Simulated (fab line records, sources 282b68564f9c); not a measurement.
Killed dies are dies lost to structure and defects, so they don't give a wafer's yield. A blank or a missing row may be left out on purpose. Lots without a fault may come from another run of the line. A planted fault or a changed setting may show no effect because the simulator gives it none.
Which tool did it? | flow rit_cmos | 15 lots, 45 wafers sampled, at 1 step of a route of 202

WHAT THE GAUGES READ, wafer by wafer
The record holds no reading of a measuring or inspecting step that can be judged against a usual standard deviation.

WHICH TOOL RAN EACH LOT (tool, then ch and the chambers of the sampled wafers, then the start)
lot  | RIT_M1_DEVELOP_08
L204 | litho_track-01 ch 0, day 3 06:00
L205 | litho_track-02 ch 0, day 3 10:00
L206 | litho_track-04 ch 0, day 3 17:00
L207 | litho_track-04 ch 0, day 3 20:00
L208 | litho_track-02 ch 0, day 4 02:00
L209 | litho_track-02 ch 0, day 4 06:00
L212 | litho_track-04 ch 0, day 4 23:00
L215 | litho_track-04 ch 0, day 5 17:00
L217 | litho_track-01, day 6 12:00
L218 | litho_track-02, day 6 13:00
L219 | litho_track-02, day 6 18:00
L220 | litho_track-04 ch 0, day 7 01:00
L221 | litho_track-04 ch 0, day 7 02:00
L222 | litho_track-04 ch 0, day 7 08:00
L227 | litho_track-04 ch 0, day 8 02:00
- RIT_M1_DEVELOP_08: develop time 68 s.

WHAT THE TOOLS THEMSELVES READ (means of the sampled wafers that have a number; where no wafer has one, the mark that the record gives instead)
RIT_M1_DEVELOP_08. Usual: chill_plate_temp_C 23.00 C, standard deviation 0.11.
lot  | tool           | chill_plate_temp_C (C) | flag
L204 | litho_track-01 | 23.04                  |
L205 | litho_track-02 | 22.98                  |
L206 | litho_track-04 | 22.90                  |
L207 | litho_track-04 | 22.86                  |
L208 | litho_track-02 | 22.87                  |
L209 | litho_track-02 | 23.03                  |
L212 | litho_track-04 | 23.04                  |
L215 | litho_track-04 | 22.99                  |
L217 | litho_track-01 | -                      | OFF
L218 | litho_track-02 | -                      | OFF
L219 | litho_track-02 | -                      | OFF
L220 | litho_track-04 | 22.91                  |
L221 | litho_track-04 | 23.08                  |
L222 | litho_track-04 | 23.04                  |
L227 | litho_track-04 | 22.97                  |

THE ANSWER, worked out from the rows above alone
Rule: a lot is off if the mean of its wafers that have a number lies more than 3 standard deviations from the usual mean. A lot without any number at a reading at which 4 lots or more have one is off too. The other lots that the step has rows for count as sound. The gauges are gone through in route order, then the tools' own readings, and for those a lot's mean is taken as printed above. The first step at which some lot is off is used, and at that step the reading that is off furthest; a lot without a number counts as furthest.
Off: L217, L218, L219, at RIT_M1_DEVELOP_08 (chill_plate_temp_C). Without a number there: L217, L218, L219.
A tool fits if, at that step or a process step before it, it ran every lot that is off, and no sound lot after the first of them. None of those tried fits.

WHAT THE SIMULATOR HAD PUT IN
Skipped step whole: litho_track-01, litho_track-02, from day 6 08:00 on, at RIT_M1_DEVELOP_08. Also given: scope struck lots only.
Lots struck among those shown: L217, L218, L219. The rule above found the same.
